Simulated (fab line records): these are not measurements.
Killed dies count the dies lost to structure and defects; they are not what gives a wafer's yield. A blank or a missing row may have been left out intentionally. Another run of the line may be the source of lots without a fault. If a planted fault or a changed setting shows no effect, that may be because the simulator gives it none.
fab line records :: flow berkeley-cmos170
record:
  lots: 5
  wafers: 15
  last-day: 11
route steps=331 shown PLDD@153 NLDD@158
lots that met no fault: from a run of the same line without faults
start-h: start of the lot's first displayed wafer, in hours after the record's first day :: wait-h: hours since the lot's step before :: " same as the row above :: L1.1+2: several wafers, shown together as one row :: - either no value or no given start :: * or withheld: withheld :: < > ~ a bound
route shown NAME@n: NAME is a module with steps in the file, n the number in the route of the first one :: usual: mean and standard deviation over wafers with no fault :: same: alike in all rows :: chamber/n: place in a boat :: sites: readings site by site :: _std_site: their standard deviation :: _edge_site: mean of outer sites minus mean of inner sites :: radius-mm: for every site, how far away it sits from the centre of the wafer :: mask NAME#n: copy n :: behind: the last tool/chamber to shape the wafer :: hold: what put the lot on hold/how long, in hours/how the hold closed :: device: whichever transistor did not switch (one of n, p or np) :: end of line: the tests these same wafers got at the end of their route :: where a step has no rows: the recipe by itself :: killed: dies lost to structure and defects at the first sort, not the wafer's yield :: map: a wafer's dies, x killed, . not, _ none there
set.NAME: setting as actually run; set.NAME@STEP: the setting as run at that earlier step :: model.NAME: the simulator's own value behind a step, which no gauge read
lots seen at some steps along the route; tables by step, rows by wafer
services: the hour from which a tool's chamber was out of use, counted from the record's first day as start-h (under 0 if before that day), plus the number of hours and why
== steps ==
step: UCB170_PLDD_IMPLANT_08
recipe:
  species: BF2
  dose-cm2: 5e+13
  energy-kev: 10
  tilt-deg: 7
  rotation-deg: 0
usual:
  beam-energy-keV: 10.001/0.003
  dose-ions-cm2: 5e+13/5.4e+10
  end-station-pressure-torr: 5.13e-06/2.9e-07
lot.wafer: L078.2
tool: implanter-02
chamber: 0
start-h: 137.73
wait-h: 0.0
beam-energy-keV: 10.006
dose-ions-cm2: 4.994e+13
end-station-pressure-torr: 5.04e-06

lot.wafer: L078.3
tool: implanter-02
chamber: 0
start-h: 137.73
wait-h: 0.0
beam-energy-keV: 10.003
dose-ions-cm2: 5.005e+13
end-station-pressure-torr: 5.12e-06

lot.wafer: L078.4
tool: implanter-02
chamber: 0
start-h: 137.73
wait-h: 0.0
beam-energy-keV: 10.001
dose-ions-cm2: 4.994e+13
end-station-pressure-torr: 4.9e-06

lot.wafer: L080.2
tool: implanter-02
chamber: 0
start-h: 145.64
wait-h: 0.0
beam-energy-keV: 9.996
dose-ions-cm2: 5.006e+13
end-station-pressure-torr: 4.86e-06

lot.wafer: L080.3
tool: implanter-02
chamber: 0
start-h: 145.64
wait-h: 0.0
beam-energy-keV: 10.001
dose-ions-cm2: 4.994e+13
end-station-pressure-torr: 5.01e-06

lot.wafer: L080.5
tool: implanter-02
chamber: 0
start-h: 145.64
wait-h: 0.0
beam-energy-keV: 9.997
dose-ions-cm2: 5.011e+13
end-station-pressure-torr: 5.42e-06

lot.wafer: L081.3
tool: implanter-04
chamber: 0
start-h: 145.94
wait-h: 0.1
beam-energy-keV: 10.001
dose-ions-cm2: 4.996e+13
end-station-pressure-torr: 5.24e-06

lot.wafer: L081.4
tool: implanter-04
chamber: 0
start-h: 145.94
wait-h: 0.1
beam-energy-keV: 10.002
dose-ions-cm2: 4.986e+13
end-station-pressure-torr: 5.61e-06

lot.wafer: L081.6
tool: implanter-04
chamber: 0
start-h: 145.94
wait-h: 0.1
beam-energy-keV: 10.002
dose-ions-cm2: 4.999e+13
end-station-pressure-torr: 5.27e-06

lot.wafer: L090.1
tool: implanter-02
chamber: 0
start-h: 211.53
wait-h: 0.0
beam-energy-keV: 10.003
dose-ions-cm2: 5.01e+13
end-station-pressure-torr: 5.08e-06

lot.wafer: L090.4
tool: implanter-02
chamber: 0
start-h: 211.53
wait-h: 0.0
beam-energy-keV: 10.008
dose-ions-cm2: 5.003e+13
end-station-pressure-torr: 5.23e-06

lot.wafer: L090.5
tool: implanter-02
chamber: 0
start-h: 211.53
wait-h: 0.0
beam-energy-keV: 10.005
dose-ions-cm2: 5.001e+13
end-station-pressure-torr: 5.24e-06

lot.wafer: L092.1
tool: implanter-04
chamber: 0
start-h: 215.00
wait-h: 0.0
beam-energy-keV: 9.999
dose-ions-cm2: 5.004e+13
end-station-pressure-torr: 4.85e-06

lot.wafer: L092.4
tool: implanter-04
chamber: 0
start-h: 215.00
wait-h: 0.0
beam-energy-keV: 9.999
dose-ions-cm2: 5.005e+13
end-station-pressure-torr: 4.76e-06

lot.wafer: L092.5
tool: implanter-04
chamber: 0
start-h: 215.00
wait-h: 0.0
beam-energy-keV: 10.003
dose-ions-cm2: 4.998e+13
end-station-pressure-torr: 5e-06
step: UCB170_PLDD_IMPLANT_09
recipe:
  species: BF2
  dose-cm2: 5e+13
  energy-kev: 10
  tilt-deg: 7
  rotation-deg: 180
usual:
  beam-energy-keV: 9.9997/0.0029
  dose-ions-cm2: 5.001e+13/4.7e+10
  end-station-pressure-torr: 5.12e-06/2.8e-07
lot.wafer: L078.2
tool: implanter-02
chamber: 0
start-h: 137.88
wait-h: 0.1
beam-energy-keV: 10.002
dose-ions-cm2: 4.993e+13
end-station-pressure-torr: 4.94e-06

lot.wafer: L078.3
tool: implanter-02
chamber: 0
start-h: 137.88
wait-h: 0.1
beam-energy-keV: 9.9949
dose-ions-cm2: 4.996e+13
end-station-pressure-torr: 4.85e-06

lot.wafer: L078.4
tool: implanter-02
chamber: 0
start-h: 137.88
wait-h: 0.1
beam-energy-keV: 9.9972
dose-ions-cm2: 4.996e+13
end-station-pressure-torr: 5.05e-06

lot.wafer: L080.2
tool: implanter-02
chamber: 0
start-h: 145.79
wait-h: 0.1
beam-energy-keV: 10.006
dose-ions-cm2: 5.003e+13
end-station-pressure-torr: 4.74e-06

lot.wafer: L080.3
tool: implanter-02
chamber: 0
start-h: 145.79
wait-h: 0.1
beam-energy-keV: 9.9998
dose-ions-cm2: 4.996e+13
end-station-pressure-torr: 5.11e-06

lot.wafer: L080.5
tool: implanter-02
chamber: 0
start-h: 145.79
wait-h: 0.1
beam-energy-keV: 10.003
dose-ions-cm2: 5.005e+13
end-station-pressure-torr: 5.13e-06

lot.wafer: L081.3
tool: implanter-04
chamber: 0
start-h: 146.09
wait-h: 0.1
beam-energy-keV: 10.005
dose-ions-cm2: 5.005e+13
end-station-pressure-torr: 5.07e-06

lot.wafer: L081.4
tool: implanter-04
chamber: 0
start-h: 146.09
wait-h: 0.1
beam-energy-keV: 10.002
dose-ions-cm2: 5e+13
end-station-pressure-torr: 4.53e-06

lot.wafer: L081.6
tool: implanter-04
chamber: 0
start-h: 146.09
wait-h: 0.1
beam-energy-keV: 10.002
dose-ions-cm2: 5.002e+13
end-station-pressure-torr: 5.15e-06

lot.wafer: L090.1
tool: implanter-02
chamber: 0
start-h: 211.68
wait-h: 0.1
beam-energy-keV: 10.001
dose-ions-cm2: 5.004e+13
end-station-pressure-torr: 5.15e-06

lot.wafer: L090.4
tool: implanter-02
chamber: 0
start-h: 211.68
wait-h: 0.1
beam-energy-keV: 10.002
dose-ions-cm2: 5.007e+13
end-station-pressure-torr: 4.92e-06

lot.wafer: L090.5
tool: implanter-02
chamber: 0
start-h: 211.68
wait-h: 0.1
beam-energy-keV: 10.001
dose-ions-cm2: 5.001e+13
end-station-pressure-torr: 5.3e-06

lot.wafer: L092.1
tool: implanter-04
chamber: 0
start-h: 215.15
wait-h: 0.1
beam-energy-keV: 9.9976
dose-ions-cm2: 5.003e+13
end-station-pressure-torr: 5.57e-06

lot.wafer: L092.4
tool: implanter-04
chamber: 0
start-h: 215.15
wait-h: 0.1
beam-energy-keV: 9.9989
dose-ions-cm2: 5.001e+13
end-station-pressure-torr: 4.84e-06

lot.wafer: L092.5
tool: implanter-04
chamber: 0
start-h: 215.15
wait-h: 0.1
beam-energy-keV: 10.001
dose-ions-cm2: 5.005e+13
end-station-pressure-torr: 5.22e-06
step: UCB170_PLDD_STRIP_10
recipe:
  chemistry: O2
  power-w: 400
  pressure-mtorr: 3500
  platen-temp-c: withheld
  o2-flow-sccm: 400
  overash-fraction: 0.5
usual:
  drypump-motor-current-A: 5.5/0.41
  oes-product-au: 0.734/0.0044
  strip-time-to-endpoint-s: 21.64/0.066
lot.wafer: L078.2
tool: plasma-asher-03
chamber: 1
start-h: 138.01
wait-h: 0.1
drypump-motor-current-A: 5.6
oes-product-au: 0.735
rf-hours-counter-h: 2
strip-time-to-endpoint-s: 21.57

lot.wafer: L078.3
tool: plasma-asher-03
chamber: 0
start-h: 138.01
wait-h: 0.1
drypump-motor-current-A: 5.6
oes-product-au: 0.727
rf-hours-counter-h: -
strip-time-to-endpoint-s: 21.68

lot.wafer: L078.4
tool: plasma-asher-03
chamber: 1
start-h: 138.01
wait-h: 0.1
drypump-motor-current-A: 5.6
oes-product-au: 0.736
rf-hours-counter-h: -
strip-time-to-endpoint-s: 21.64

lot.wafer: L080.2
tool: plasma-asher-03
chamber: 0
start-h: 145.92
wait-h: 0.1
drypump-motor-current-A: 5.6
oes-product-au: 0.734
rf-hours-counter-h: 3
strip-time-to-endpoint-s: 21.61

lot.wafer: L080.3
tool: plasma-asher-03
chamber: 1
start-h: 145.92
wait-h: 0.1
drypump-motor-current-A: 5.6
oes-product-au: 0.738
rf-hours-counter-h: -
strip-time-to-endpoint-s: 21.58

lot.wafer: L080.5
tool: plasma-asher-03
chamber: 1
start-h: 145.92
wait-h: 0.1
drypump-motor-current-A: 5.6
oes-product-au: 0.735
rf-hours-counter-h: -
strip-time-to-endpoint-s: 21.67

lot.wafer: L081.3
tool: plasma-asher-01
chamber: 0
start-h: 146.23
wait-h: 0.1
drypump-motor-current-A: 5.3
oes-product-au: 0.732
rf-hours-counter-h: -
strip-time-to-endpoint-s: 21.65

lot.wafer: L081.4
tool: plasma-asher-01
chamber: 1
start-h: 146.23
wait-h: 0.1
drypump-motor-current-A: 6.6
oes-product-au: 0.741
rf-hours-counter-h: -
strip-time-to-endpoint-s: 21.68

lot.wafer: L081.6
tool: plasma-asher-01
chamber: 0
start-h: 146.23
wait-h: 0.1
drypump-motor-current-A: 5.3
oes-product-au: 0.731
rf-hours-counter-h: -
strip-time-to-endpoint-s: 21.63

lot.wafer: L090.1
tool: plasma-asher-03
chamber: 1
start-h: 211.83
wait-h: 0.1
drypump-motor-current-A: 5.6
oes-product-au: 0.731
rf-hours-counter-h: 10
strip-time-to-endpoint-s: 21.59

lot.wafer: L090.4
tool: plasma-asher-03
chamber: 1
start-h: 211.83
wait-h: 0.1
drypump-motor-current-A: 5.6
oes-product-au: 0.729
rf-hours-counter-h: -
strip-time-to-endpoint-s: 21.50

lot.wafer: L090.5
tool: plasma-asher-03
chamber: 0
start-h: 211.83
wait-h: 0.1
drypump-motor-current-A: 5.6
oes-product-au: 0.724
rf-hours-counter-h: -
strip-time-to-endpoint-s: 21.54

lot.wafer: L092.1
tool: plasma-asher-03
chamber: 0
start-h: 215.30
wait-h: 0.1
drypump-motor-current-A: 5.6
oes-product-au: 0.729
rf-hours-counter-h: 10
strip-time-to-endpoint-s: 21.65

lot.wafer: L092.4
tool: plasma-asher-03
chamber: 0
start-h: 215.30
wait-h: 0.1
drypump-motor-current-A: 5.6
oes-product-au: 0.739
rf-hours-counter-h: -
strip-time-to-endpoint-s: 21.66

lot.wafer: L092.5
tool: plasma-asher-03
chamber: 0
start-h: 215.30
wait-h: 0.1
drypump-motor-current-A: 5.6
oes-product-au: 0.735
rf-hours-counter-h: -
strip-time-to-endpoint-s: 21.65
step: UCB170_PLDD_TW_MEAS_11
usual:
  PLDD_TW: 1009/9.9
lot.wafer: L078.2
tool: film-metro-04
chamber: -
start-h: 138.12
wait-h: 0.1
PLDD_TW: 996

lot.wafer: L078.3
tool: film-metro-04
chamber: -
start-h: 138.12
wait-h: 0.1
PLDD_TW: 998

lot.wafer: L078.4
tool: film-metro-04
chamber: -
start-h: 138.12
wait-h: 0.1
PLDD_TW: 1006

lot.wafer: L080.2
tool: film-metro-03
chamber: -
start-h: 146.03
wait-h: 0.1
PLDD_TW: 1008

lot.wafer: L080.3
tool: film-metro-03
chamber: -
start-h: 146.03
wait-h: 0.1
PLDD_TW: 1015

lot.wafer: L080.5
tool: film-metro-03
chamber: -
start-h: 146.03
wait-h: 0.1
PLDD_TW: 1015

lot.wafer: L081.3
tool: film-metro-04
chamber: -
start-h: 146.31
wait-h: 0.1
PLDD_TW: 989

lot.wafer: L081.4
tool: film-metro-04
chamber: -
start-h: 146.31
wait-h: 0.1
PLDD_TW: 997

lot.wafer: L081.6
tool: film-metro-04
chamber: -
start-h: 146.31
wait-h: 0.1
PLDD_TW: 995

lot.wafer: L090.1
tool: film-metro-03
chamber: -
start-h: 211.95
wait-h: 0.1
PLDD_TW: 1007

lot.wafer: L090.4
tool: film-metro-03
chamber: -
start-h: 211.95
wait-h: 0.1
PLDD_TW: 1008

lot.wafer: L090.5
tool: film-metro-03
chamber: -
start-h: 211.95
wait-h: 0.1
PLDD_TW: 1004

lot.wafer: L092.1
tool: film-metro-03
chamber: -
start-h: 215.40
wait-h: 0.1
PLDD_TW: 1006

lot.wafer: L092.4
tool: film-metro-03
chamber: -
start-h: 215.40
wait-h: 0.1
PLDD_TW: 1012

lot.wafer: L092.5
tool: film-metro-03
chamber: -
start-h: 215.40
wait-h: 0.1
PLDD_TW: 1011
step: UCB170_PLDD_CLEAN_12
recipe:
  chemistry: SPM
  temp-c: 120
  time-s: 600
lot.wafer: L078.2+3+4
tool: wet-bench-04
chamber: 1
start-h: 138.17
wait-h: 0.0

lot.wafer: L080.2+3+5
tool: wet-bench-02
chamber: 3
start-h: 146.08
wait-h: 0.0

lot.wafer: L081.3+4+6
tool: wet-bench-04
chamber: 1
start-h: 146.35
wait-h: 0.0

lot.wafer: L090.1+4+5
tool: wet-bench-02
chamber: 2
start-h: 212.07
wait-h: 0.1

lot.wafer: L092.1+4+5
tool: wet-bench-04
chamber: 1
start-h: 216.13
wait-h: 0.7
step: UCB170_NLDD_HMDS_00
recipe:
  prime-time-s: 60
  prime-temp-c: 100
lot.wafer: L078.2+3+4
tool: litho-track-03
chamber: 0
start-h: 138.38
wait-h: 0.0

lot.wafer: L080.2+3+5
tool: litho-track-04
chamber: 0
start-h: 146.61
wait-h: 0.4

lot.wafer: L081.3+4+6
tool: litho-track-03
chamber: 0
start-h: 146.71
wait-h: 0.2

lot.wafer: L090.1+4+5
tool: litho-track-03
chamber: 0
start-h: 212.45
wait-h: 0.0

lot.wafer: L092.1+4+5
tool: litho-track-04
chamber: 0
start-h: 216.30
wait-h: 0.0
step: UCB170_NLDD_COAT_01
recipe:
  resist: KrF
  spin-rpm: 1500
  resist-thk-nm: 900
usual:
  spin-speed-rpm: 1500.0/1.1
lot.wafer: L078.2
tool: litho-track-03
chamber: 0
start-h: 138.53
wait-h: 0.1
spin-speed-rpm: 1501.8

lot.wafer: L078.3
tool: litho-track-03
chamber: 0
start-h: 138.53
wait-h: 0.1
spin-speed-rpm: 1500.4

lot.wafer: L078.4
tool: litho-track-03
chamber: 0
start-h: 138.53
wait-h: 0.1
spin-speed-rpm: 1500.6

lot.wafer: L080.2
tool: litho-track-04
chamber: 0
start-h: 146.76
wait-h: 0.1
spin-speed-rpm: 1499.0

lot.wafer: L080.3
tool: litho-track-04
chamber: 0
start-h: 146.76
wait-h: 0.1
spin-speed-rpm: 1500.5

lot.wafer: L080.5
tool: litho-track-04
chamber: 0
start-h: 146.76
wait-h: 0.1
spin-speed-rpm: 1497.4

lot.wafer: L081.3
tool: litho-track-03
chamber: 0
start-h: 146.86
wait-h: 0.1
spin-speed-rpm: 1499.5

lot.wafer: L081.4
tool: litho-track-03
chamber: 0
start-h: 146.86
wait-h: 0.1
spin-speed-rpm: 1499.9

lot.wafer: L081.6
tool: litho-track-03
chamber: 0
start-h: 146.86
wait-h: 0.1
spin-speed-rpm: 1499.5

lot.wafer: L090.1
tool: litho-track-03
chamber: 0
start-h: 212.60
wait-h: 0.1
spin-speed-rpm: 1500.0

lot.wafer: L090.4
tool: litho-track-03
chamber: 0
start-h: 212.60
wait-h: 0.1
spin-speed-rpm: 1499.5

lot.wafer: L090.5
tool: litho-track-03
chamber: 0
start-h: 212.60
wait-h: 0.1
spin-speed-rpm: 1500.5

lot.wafer: L092.1
tool: litho-track-04
chamber: 0
start-h: 216.45
wait-h: 0.1
spin-speed-rpm: 1500.6

lot.wafer: L092.4
tool: litho-track-04
chamber: 0
start-h: 216.45
wait-h: 0.1
spin-speed-rpm: 1499.7

lot.wafer: L092.5
tool: litho-track-04
chamber: 0
start-h: 216.45
wait-h: 0.1
spin-speed-rpm: 1500.3
step: UCB170_NLDD_SOFTBAKE_02
recipe:
  resist: KrF
  temp-c: 130
  time-s: 60
lot.wafer: L078.2+3+4
tool: litho-track-03
chamber: 0
start-h: 138.68
wait-h: 0.1

lot.wafer: L080.2+3+5
tool: litho-track-04
chamber: 0
start-h: 146.91
wait-h: 0.1

lot.wafer: L081.3+4+6
tool: litho-track-03
chamber: 0
start-h: 147.01
wait-h: 0.1

lot.wafer: L090.1+4+5
tool: litho-track-03
chamber: 0
start-h: 212.75
wait-h: 0.1

lot.wafer: L092.1+4+5
tool: litho-track-04
chamber: 0
start-h: 216.60
wait-h: 0.1
step: UCB170_NLDD_EXPOSE_03
recipe:
  mask-id: NSELECT
  na: 0.5
  sigma-outer: 0.6
  source-shape: conventional
  target-cd-nm: 1200
  dose-mj: 30
lot.wafer: L078.2+3+4
tool: krf-scanner-02
chamber: 0
start-h: 138.95
wait-h: 0.2
mask: NSELECT#0

lot.wafer: L080.2+3+5
tool: krf-scanner-01
chamber: 0
start-h: 147.06
wait-h: 0.1
mask: NSELECT#0

lot.wafer: L081.3+4+6
tool: krf-scanner-02
chamber: 0
start-h: 147.32
wait-h: 0.3
mask: NSELECT#0

lot.wafer: L090.1+4+5
tool: krf-scanner-01
chamber: 0
start-h: 213.02
wait-h: 0.2
mask: NSELECT#0

lot.wafer: L092.1+4+5
tool: krf-scanner-02
chamber: 0
start-h: 216.88
wait-h: 0.2
mask: NSELECT#0
== services ==
tool: krf-scanner-02
chamber: 0
start-h: 114.86
hours: -
kind: calibration

tool: krf-scanner-01
chamber: 0
start-h: 115.25
hours: -
kind: calibration

tool: plasma-asher-03
chamber: 0
start-h: 117.84
hours: -
kind: clean

tool: plasma-asher-03
chamber: 1
start-h: 117.84
hours: -
kind: clean

tool: krf-scanner-01
chamber: -
start-h: 118.36
hours: 0.5
kind: repair

tool: krf-scanner-01
chamber: -
start-h: 128.20
hours: 0.4
kind: repair

tool: plasma-asher-01
chamber: -
start-h: 129.76
hours: 0.6
kind: repair

tool: krf-scanner-01
chamber: -
start-h: 139.13
hours: 1.3
kind: pm

tool: wet-bench-02
chamber: -
start-h: 154.30
hours: 1.9
kind: pm

tool: krf-scanner-02
chamber: -
start-h: 155.64
hours: 4.4
kind: pm

tool: krf-scanner-01
chamber: -
start-h: 189.05
hours: 1.0
kind: pm

tool: plasma-asher-01
chamber: -
start-h: 191.03
hours: 0.8
kind: repair

tool: plasma-asher-01
chamber: -
start-h: 201.94
hours: 7.3
kind: repair

tool: krf-scanner-02
chamber: -
start-h: 203.03
hours: 1.3
kind: pm

tool: krf-scanner-01
chamber: -
start-h: 210.41
hours: 1.0
kind: repair
== key ==
fault none
